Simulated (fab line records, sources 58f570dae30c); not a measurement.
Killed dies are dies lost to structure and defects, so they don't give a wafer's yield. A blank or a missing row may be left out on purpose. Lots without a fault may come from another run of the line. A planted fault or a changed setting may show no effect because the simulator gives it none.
Which tool did it? | flow berkeley_cmos170 | 13 lots, 39 wafers sampled, at 6 steps of a route of 331

WHAT THE GAUGES READ, wafer by wafer
UCB170_SDANNEAL_RS_MEAS_05: measures by four-point-probe.
lot  | measured     | on            | NLDD_RS (ohm/sq)
L390 | day 6 19:23  | film_metro-01 | 617.2 618.1 615.2
L389 | day 6 19:52  | film_metro-01 | 615.7 617.1 617.0
L391 | day 7 07:26  | film_metro-04 | 617.1 619.1 616.8
L392 | day 7 20:23  | film_metro-01 | 619.1 617.8 618.7
L394 | day 8 07:07  | film_metro-02 | 615.0 616.3 615.3
L396 | day 8 07:42  | film_metro-04 | 617.9 619.5 616.8
L405 | day 10 02:21 | film_metro-01 | 615.7 615.6 616.0
L407 | day 10 09:59 | film_metro-01 | 614.1 615.1 615.0
L408 | day 11 02:58 | film_metro-04 | 616.2 615.1 615.2
L411 | day 11 03:10 | film_metro-01 | 617.9 614.7 618.4
L409 | day 11 03:25 | film_metro-02 | 616.8 614.3 616.3
L412 | day 11 03:34 | film_metro-04 | 617.5 615.9 618.6
L410 | day 11 03:59 | film_metro-01 | 616.2 615.7 614.4

UCB170_V1_THK_MEAS_04.
lot  | measured     | on            | V1_POLISHED_THK (nm)
L390 | day 7 07:25  | film_metro-02 | 999.9 1000.7 1001.0
L389 | day 7 12:35  | film_metro-03 | 1001.1 998.5 999.0
L391 | day 7 18:20  | film_metro-03 | 997.6 999.5 998.7
L392 | day 8 07:50  | film_metro-01 | 1002.1 1001.5 1001.3
L394 | day 8 19:19  | film_metro-02 | 1000.5 1001.2 1001.9
L396 | day 8 19:19  | film_metro-01 | 998.4 751.2 750.9
L405 | day 10 17:49 | film_metro-03 | 1000.3 998.1 999.4
L407 | day 10 21:10 | film_metro-03 | 1001.2 998.3 999.2
L408 | day 11 15:49 | film_metro-03 | 1002.2 1000.7 1001.1
L411 | day 11 15:49 | film_metro-01 | 1001.8 1003.0 1001.5
L409 | day 11 16:07 | film_metro-02 | 1000.8 999.0 999.0
L412 | day 11 16:07 | film_metro-03 | 1001.2 999.2 1000.2
L410 | day 11 17:51 | film_metro-01 | 999.3 998.9 1001.9

UCB170_V1_CD_MEAS_90: target cd 700 nm.
lot  | measured     | on        | cd_nm (nm)
L390 | day 7 09:03  | cd_sem-02 | 698.7 702.8 701.3
L389 | day 7 14:18  | cd_sem-01 | 698.6 699.5 699.4
L391 | day 7 20:40  | cd_sem-01 | 699.9 702.0 701.1
L392 | day 8 09:40  | cd_sem-01 | 700.9 700.1 698.8
L394 | day 8 21:49  | cd_sem-01 | 701.0 701.0 700.6
L396 | day 8 22:07  | cd_sem-01 | 700.0 700.2 701.0
L405 | day 10 22:54 | cd_sem-02 | 699.0 698.9 699.1
L407 | day 10 23:16 | cd_sem-01 | 701.1 699.8 698.8
L408 | day 11 18:05 | cd_sem-01 | 699.6 697.2 699.1
L411 | day 11 17:46 | cd_sem-01 | 700.7 699.1 699.6
L409 | day 11 18:33 | cd_sem-01 | 700.0 697.0 698.5
L412 | day 11 19:37 | cd_sem-02 | 698.5 697.6 697.8
L410 | day 11 20:28 | cd_sem-01 | 695.5 699.2 699.9

WHICH TOOL RAN EACH LOT (tool, then ch and the chambers of the sampled wafers, then the start)
lot  | UCB170_SILICIDE_RTA_04           | UCB170_V1_CMP_02              | UCB170_V1_ETCH_14
L390 | rtp_anneal-02 ch 0, day 6 19:47  | cmp-02 ch 0,2,3, day 7 06:59  | rie_diel-04 ch 0,1,3, day 7 08:46
L389 | rtp_anneal-02 ch 0, day 6 20:16  | cmp-02 ch 0,1, day 7 12:10    | rie_diel-02 ch 0,1,2, day 7 14:01
L391 | rtp_anneal-02 ch 0, day 7 07:49  | cmp-02 ch 1,2,3, day 7 18:04  | rie_diel-01 ch 1,2, day 7 20:23
L392 | rtp_anneal-02 ch 0, day 7 20:47  | cmp-01 ch 1,3, day 8 07:28    | rie_diel-04 ch 0,3, day 8 09:23
L394 | rtp_anneal-02 ch 0, day 8 07:30  | cmp-01 ch 0,1,3, day 8 18:53  | rie_diel-04 ch 1,2,3, day 8 21:32
L396 | rtp_anneal-02 ch 0, day 8 08:05  | cmp-02 ch 1,2, day 8 18:53    | rie_diel-01 ch 1,2, day 8 21:49
L405 | rtp_anneal-01 ch 0, day 10 02:44 | cmp-01 ch 0,2, day 10 17:26   | rie_diel-02 ch 0,1, day 10 22:37
L407 | rtp_anneal-02 ch 0, day 10 10:23 | cmp-01 ch 1,2,3, day 10 20:44 | rie_diel-04 ch 0,1,3, day 10 22:58
L408 | rtp_anneal-02 ch 0, day 11 03:33 | cmp-01 ch 0,1,3, day 11 15:23 | rie_diel-01 ch 0,1, day 11 17:48
L411 | rtp_anneal-01 ch 0, day 11 03:43 | cmp-02 ch 0,2, day 11 15:23   | rie_diel-02 ch 0,2, day 11 17:28
L409 | rtp_anneal-02 ch 0, day 11 03:49 | cmp-01 ch 1,2,3, day 11 15:44 | rie_diel-02 ch 1,2,3, day 11 18:17
L412 | rtp_anneal-01 ch 0, day 11 03:59 | cmp-02 ch 0,2,3, day 11 15:44 | rie_diel-01 ch 0,1,2, day 11 19:20
L410 | rtp_anneal-02 ch 0, day 11 04:23 | cmp-01 ch 2,3, day 11 17:25   | rie_diel-04 ch 0,1,2, day 11 20:10
- UCB170_SILICIDE_RTA_04: time 15 s.
- UCB170_V1_CMP_02: polishes SiO2.
- UCB170_V1_ETCH_14: etches SiO2 in CHF3/CF4/Ar, stops on Al, target depth 1250 nm, time 291 s.

WHAT THE TOOLS THEMSELVES READ (means of the sampled wafers that have a number; where no wafer has one, the mark that the record gives instead)
UCB170_SILICIDE_RTA_04.
lot  | tool          | lamp_power_pct (%) | wafer_temp_C_max
L390 | rtp_anneal-02 | 11.21              | 653.0
L389 | rtp_anneal-02 | 11.20              | 653.3
L391 | rtp_anneal-02 | 11.20              | 653.2
L392 | rtp_anneal-02 | 11.20              | 653.6
L394 | rtp_anneal-02 | 11.20              | 653.5
L396 | rtp_anneal-02 | 11.20              | 653.4
L405 | rtp_anneal-01 | 10.59              | 653.2
L407 | rtp_anneal-02 | 11.21              | 652.6
L408 | rtp_anneal-02 | 11.20              | 653.3
L411 | rtp_anneal-01 | 10.59              | 653.1
L409 | rtp_anneal-02 | 11.20              | 655.3
L412 | rtp_anneal-01 | 10.60              | 652.6
L410 | rtp_anneal-02 | 11.20              | 653.2

UCB170_V1_CMP_02.
lot  | tool   | motor_current_A (A)
L390 | cmp-02 | 15.6
L389 | cmp-02 | 17.1
L391 | cmp-02 | 16.8
L392 | cmp-01 | 17.8
L394 | cmp-01 | 17.4
L396 | cmp-02 | 16.2
L405 | cmp-01 | 14.7
L407 | cmp-01 | 16.9
L408 | cmp-01 | 17.2
L411 | cmp-02 | 16.0
L409 | cmp-01 | 17.3
L412 | cmp-02 | 16.0
L410 | cmp-01 | 15.6

UCB170_V1_ETCH_14.
lot  | tool        | cf4_flow_sccm (sccm) | drypump_motor_current_A (A) | mfc_ar_sccm (sccm) | oes_product_au (a.u.) | rf_fwd_power_W (W) | throttle_valve_pct (%)
L390 | rie_diel-04 | 15.00                | 5.8                         | 150.0              | 0.860                 | 697.8              | 6.93
L389 | rie_diel-02 | 14.95                | 6.1                         | 150.2              | 0.855                 | 697.8              | 7.04
L391 | rie_diel-01 | 15.02                | 5.2                         | 150.6              | 0.871                 | 700.3              | 7.07
L392 | rie_diel-04 | 15.02                | 5.7                         | 150.2              | 0.859                 | 698.8              | 6.94
L394 | rie_diel-04 | 14.98                | 6.0                         | 149.8              | 0.872                 | 697.6              | 6.92
L396 | rie_diel-01 | 15.00                | 5.5                         | 149.7              | 0.793                 | 697.4              | 7.02
L405 | rie_diel-02 | 15.02                | 6.0                         | 149.9              | 0.858                 | 698.2              | 6.97
L407 | rie_diel-04 | 15.02                | 5.9                         | 150.6              | 0.870                 | 696.6              | 6.94
L408 | rie_diel-01 | 15.05                | 5.4                         | 150.4              | 0.885                 | 698.4              | 7.06
L411 | rie_diel-02 | 15.02                | 6.3                         | 150.3              | 0.850                 | 695.6              | 7.04
L409 | rie_diel-02 | 14.95                | 5.9                         | 149.4              | 0.861                 | 698.0              | 7.12
L412 | rie_diel-01 | 15.01                | 5.7                         | 150.2              | 0.882                 | 697.9              | 7.00
L410 | rie_diel-04 | 15.04                | 6.2                         | 150.1              | 0.862                 | 698.6              | 7.00

THE ANSWER, worked out from the rows above alone
Rule: what is usual is taken from the lots themselves. Put in order of their means at a reading, lots are off if they are a third of the lots or fewer, leave a main group of 4 or more, and stand apart from it by a gap of 3 or more times the standard deviation of the main group's means; of several such gaps the widest counts. A main group whose means are all the same, to the digits that the tables above print for the reading, isn't used. A lot without any number at a reading at which 4 lots or more have one is off too. The other lots that the step has rows for count as sound. The gauges are gone through in route order, then the tools' own readings, and for those a lot's mean is taken as printed above. The first step at which some lot is off is used, and at that step the reading that is off furthest; a lot without a number counts as furthest.
Off: L396, at UCB170_V1_THK_MEAS_04 (V1_POLISHED_THK). The main group: mean 1000.3 nm, standard deviation 1.
A tool fits if, at a process step before that reading, it ran every lot that is off, and no sound lot after the first of them. The gauges at UCB170_V1_THK_MEAS_04 aren't tried: what is off there is off at UCB170_V1_ETCH_14 too, on other tools, and a gauge's error can't cause that. None of those tried fits.

WHAT THE SIMULATOR HAD PUT IN
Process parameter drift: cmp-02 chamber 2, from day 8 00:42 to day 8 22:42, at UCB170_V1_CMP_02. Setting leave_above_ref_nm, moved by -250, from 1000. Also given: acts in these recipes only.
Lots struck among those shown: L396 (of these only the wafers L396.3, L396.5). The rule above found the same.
